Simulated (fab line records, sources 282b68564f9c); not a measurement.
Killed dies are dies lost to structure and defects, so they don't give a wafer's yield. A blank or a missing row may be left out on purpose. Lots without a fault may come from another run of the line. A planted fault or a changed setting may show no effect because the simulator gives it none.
Which tool did it? | flow rit_cmos | 15 lots, 45 wafers sampled, at 4 steps of a route of 202

WHAT THE GAUGES READ, wafer by wafer
RIT_GATE_OVL_MEAS_17.
lot  | measured    | on         | GATE_OVL (nm)
L975 | day 2 12:22 | overlay-01 | 0.0 0.5 -0.5
L976 | day 2 18:31 | overlay-01 | -0.6 0.5 -0.9
L977 | day 3 02:04 | overlay-02 | -1.8 -0.9 -0.1
L978 | day 3 04:40 | overlay-02 | -2.2 -1.3 -1.2
L979 | day 3 09:36 | overlay-01 | 0.2 -1.1 -1.9
L980 | day 3 13:49 | overlay-01 | 1.1 0.4 2.5
L981 | day 3 19:03 | overlay-02 | 0.1 1.1 -0.9
L982 | day 3 22:54 | overlay-02 | -0.2 -1.7 -3.5
L986 | day 4 19:20 | overlay-01 | 128.9 128.2 128.4
L987 | day 4 23:48 | overlay-01 | 129.1 131.2 131.2
L988 | day 5 07:13 | overlay-01 | -1.0 -1.6 0.9
L990 | day 5 15:05 | overlay-02 | -2.1 0.8 0.0
L992 | day 6 03:17 | overlay-01 | 131.6 131.2 131.4
L993 | day 6 07:15 | overlay-01 | -0.4 -2.3 -1.3
L995 | day 6 18:46 | overlay-02 | -1.1 -1.7 -1.9

RIT_CONTACT_OVL_MEAS_09.
lot  | measured    | on         | CONTACT_OVL (nm)
L975 | day 3 03:23 | overlay-02 | -1.4 -0.6 -1.8
L976 | day 3 09:35 | overlay-02 | -0.9 -2.1 -1.6
L977 | day 3 17:02 | overlay-02 | -5.2 -4.5 -4.1
L978 | day 3 21:02 | overlay-01 | -1.1 -0.4 -2.5
L979 | day 4 00:50 | overlay-02 | -0.5 -0.5 -1.7
L980 | day 4 04:49 | overlay-01 | -2.7 -2.1 -2.7
L981 | day 4 10:16 | overlay-02 | -1.8 -1.5 -1.8
L982 | day 4 13:53 | overlay-02 | -2.1 -1.5 -3.0
L986 | day 5 10:21 | overlay-01 | -3.3 -3.0 -3.2
L987 | day 5 14:40 | overlay-01 | -0.8 0.4 -0.6
L988 | day 5 22:02 | overlay-01 | -0.8 -2.9 -0.4
L990 | day 6 06:15 | overlay-02 | -2.2 -2.1 -1.3
L992 | day 6 18:07 | overlay-02 | -0.5 -1.3 0.1
L993 | day 6 21:42 | overlay-01 | -2.5 -4.1 -2.6
L995 | day 7 09:31 | overlay-01 | -0.2 -1.2 -1.1

WHICH TOOL RAN EACH LOT (tool, then ch and the chambers of the sampled wafers, then the start)
lot  | RIT_GATE_EXPOSE_13                 | RIT_SILICIDE_RTA_04
L975 | iline_stepper-01 ch 0, day 2 11:51 | rtp_anneal-02 ch 0, day 3 01:53
L976 | iline_stepper-01 ch 0, day 2 18:00 | rtp_anneal-01 ch 0, day 3 08:01
L977 | iline_stepper-01 ch 0, day 3 01:34 | rtp_anneal-02 ch 0, day 3 15:41
L978 | iline_stepper-01 ch 0, day 3 04:11 | rtp_anneal-01 ch 0, day 3 19:40
L979 | iline_stepper-02 ch 0, day 3 09:07 | rtp_anneal-02 ch 0, day 3 23:20
L980 | iline_stepper-02 ch 0, day 3 13:13 | rtp_anneal-01 ch 0, day 4 03:24
L981 | iline_stepper-02 ch 0, day 3 18:33 | rtp_anneal-02 ch 0, day 4 08:45
L982 | iline_stepper-01 ch 0, day 3 22:24 | rtp_anneal-01 ch 0, day 4 12:23
L986 | iline_stepper-01 ch 0, day 4 18:50 | rtp_anneal-01 ch 0, day 5 08:55
L987 | iline_stepper-01 ch 0, day 4 23:17 | rtp_anneal-02 ch 0, day 5 13:17
L988 | iline_stepper-02 ch 0, day 5 06:43 | rtp_anneal-01 ch 0, day 5 20:33
L990 | iline_stepper-02 ch 0, day 5 14:34 | rtp_anneal-01 ch 0, day 6 04:52
L992 | iline_stepper-01 ch 0, day 6 02:46 | rtp_anneal-01 ch 0, day 6 16:39
L993 | iline_stepper-02 ch 0, day 6 06:44 | rtp_anneal-02 ch 0, day 6 20:19
L995 | iline_stepper-02 ch 0, day 6 18:15 | rtp_anneal-02 ch 0, day 7 08:01
- RIT_GATE_EXPOSE_13: exposes mask M6, target cd 150 nm.
- RIT_SILICIDE_RTA_04: time 10 s, ramp up 5 s, ramp down 5 s.

WHAT THE TOOLS THEMSELVES READ (means of the sampled wafers that have a number; where no wafer has one, the mark that the record gives instead)
RIT_SILICIDE_RTA_04.
lot  | tool          | wafer_temp_C_max
L975 | rtp_anneal-02 | 652.9
L976 | rtp_anneal-01 | 652.5
L977 | rtp_anneal-02 | 653.0
L978 | rtp_anneal-01 | 652.7
L979 | rtp_anneal-02 | 653.1
L980 | rtp_anneal-01 | 652.3
L981 | rtp_anneal-02 | 652.7
L982 | rtp_anneal-01 | 652.9
L986 | rtp_anneal-01 | 652.6
L987 | rtp_anneal-02 | 653.8
L988 | rtp_anneal-01 | 652.6
L990 | rtp_anneal-01 | 652.9
L992 | rtp_anneal-01 | 652.5
L993 | rtp_anneal-02 | 653.3
L995 | rtp_anneal-02 | 653.0

THE ANSWER, worked out from the rows above alone
Rule: what is usual is taken from the lots themselves. Put in order of their means at a reading, lots are off if they are a third of the lots or fewer, leave a main group of 4 or more, and stand apart from it by a gap of 3 or more times the standard deviation of the main group's means; of several such gaps the widest counts. A main group whose means are all the same, to the digits that the tables above print for the reading, isn't used. A lot without any number at a reading at which 4 lots or more have one is off too. The other lots that the step has rows for count as sound. The gauges are gone through in route order, then the tools' own readings, and for those a lot's mean is taken as printed above. The first step at which some lot is off is used, and at that step the reading that is off furthest; a lot without a number counts as furthest.
Off: L986, L987, L992, at RIT_GATE_OVL_MEAS_17 (GATE_OVL). The main group: mean -0.7 nm, standard deviation 0.85.
A tool fits if, at a process step before that reading, it ran every lot that is off, and no sound lot after the first of them. The gauges at RIT_GATE_OVL_MEAS_17 are tried like those tools. One fits: iline_stepper-01 at RIT_GATE_EXPOSE_13. Its last sound lot is L982 (day 3 22:24), its first lot that is off L986 (day 4 18:50): a fault that began between those two fits.

WHAT THE SIMULATOR HAD PUT IN
Scanner matching overlay: iline_stepper-01, from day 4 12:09 on, at RIT_GATE_EXPOSE_13. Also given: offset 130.
Lots struck among those shown: L986, L987, L992. The rule above found the same.
